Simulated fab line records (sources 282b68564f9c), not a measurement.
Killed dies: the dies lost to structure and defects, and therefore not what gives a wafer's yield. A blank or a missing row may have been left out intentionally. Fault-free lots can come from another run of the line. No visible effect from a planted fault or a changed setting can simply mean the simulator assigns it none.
The same fault as seen by 2 desks -- flow rit_cmos -- only its own numbers are on each desk; what lay behind them is given at the end

## AT THE TOOL OWNER'S DESK: implanter-01
The tool's own readings at RIT_NSD_IMPLANT_08: means of the sampled wafers that have a number, for each lot that ran on this tool. The brackets show how far a lot's mean lies from the usual mean; more than 4 standard deviations puts the lot out of limits, marked OUT.
Columns: A = beam_energy_keV at RIT_NSD_IMPLANT_08, usual 25.000; B = dose_ions_cm2 at RIT_NSD_IMPLANT_08, usual 1e+15; C = end_station_pressure_torr at RIT_NSD_IMPLANT_08, usual 7.5e-06 Torr; D = faraday_current_uA at RIT_NSD_IMPLANT_08, usual 3132
lot,first seen here,A,B,C,D
L918,day 3 15:25,25.003,1e+15,7.3e-06,3151
L925,day 5 06:36,24.991,1e+15,7.4e-06,3107
L926,day 5 09:21,25.004,1e+15,8.3e-06,3109
L927,day 5 12:14,24.996,1e+15,7.4e-06,3093
L930,day 6 08:13,25.010,4e+14 (-99 or more) OUT,6.2e-06,1288 (-28) OUT
L931,day 6 14:41,24.992,4e+14 (-99 or more) OUT,6.0e-06,1285 (-28) OUT
This desk's verdict: out of limits on L930, L931, starting with L930 at day 6 08:13 (dose_ions_cm2 at RIT_NSD_IMPLANT_08). Within limits: L918, L925, L926, L927.

## AT THE METROLOGY DESK
What the gauges read, lot by lot, whatever tool the lot ran on: means of the sampled wafers that have a number. The brackets show how far a lot's mean lies from the usual mean; more than 4 standard deviations puts the lot out of limits, marked OUT.
Columns: A = cd_nm at RIT_GATE_CD_MEAS_16, usual 149.4 nm; B = NSD_TW at RIT_NSD_TW_MEAS_10, usual 3126; C = NSD_RS at RIT_SDANNEAL_RS_MEAS_05, usual 84.61 ohm/sq; D = M1_BOW at RIT_M1_BOW_MEAS_16, usual 17 um
lot,first seen here,A,B,C,D
L918,day 3 01:27,147.6,3172,84.56,17
L919,day 3 03:05,146.0,3170,84.49,17
L920,day 3 10:34,149.7,3125,84.97,10
L923,day 3 23:00,151.0,3118,84.61,18
L922,day 3 23:29,149.7,3125,84.35,20
L924,day 4 12:18,148.5,3145,84.79,21
L925,day 4 14:51,151.4,3099,84.66,20
L926,day 4 20:30,148.8,3141,84.78,20
L927,day 5 00:58,149.3,3140,84.87,17
L930,day 5 14:13,154.2,2479 (-27) OUT,177.07 (+99 or more) OUT,22
L931,day 6 00:28,146.7,2514 (-26) OUT,175.50 (+99 or more) OUT,18
L932,day 6 02:53,149.1,3103,84.78,18
L933,day 6 03:08,147.5,3123,84.81,17
L939,day 7 18:57,151.1,3106,84.79,11
This desk reports L930, L931 out of limits; the earliest was L930 at day 6 08:32 (NSD_TW at RIT_NSD_TW_MEAS_10). Within limits: L918, L919, L920, L923, L922, L924, L925, L926, L927, L932, L933, L939.

## TAKEN TOGETHER
The tool owner's desk had the chance to raise an alarm at day 6 08:13 on L930, L931.
On L930, L931, the metrology desk was in a position to raise an alarm at day 6 08:32.
All the named lots went through RIT_NSD_IMPLANT_08 on implanter-01.

## WHAT THE SIMULATOR PUT IN
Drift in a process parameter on implanter-01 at RIT_NSD_IMPLANT_08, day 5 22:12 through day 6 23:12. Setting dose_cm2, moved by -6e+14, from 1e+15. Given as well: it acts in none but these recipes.
Struck lots among those shown: L930, L931.
Time in hours from fault onset to the first out-of-limits reading at each desk: tool owner's desk 10, metrology desk 10.
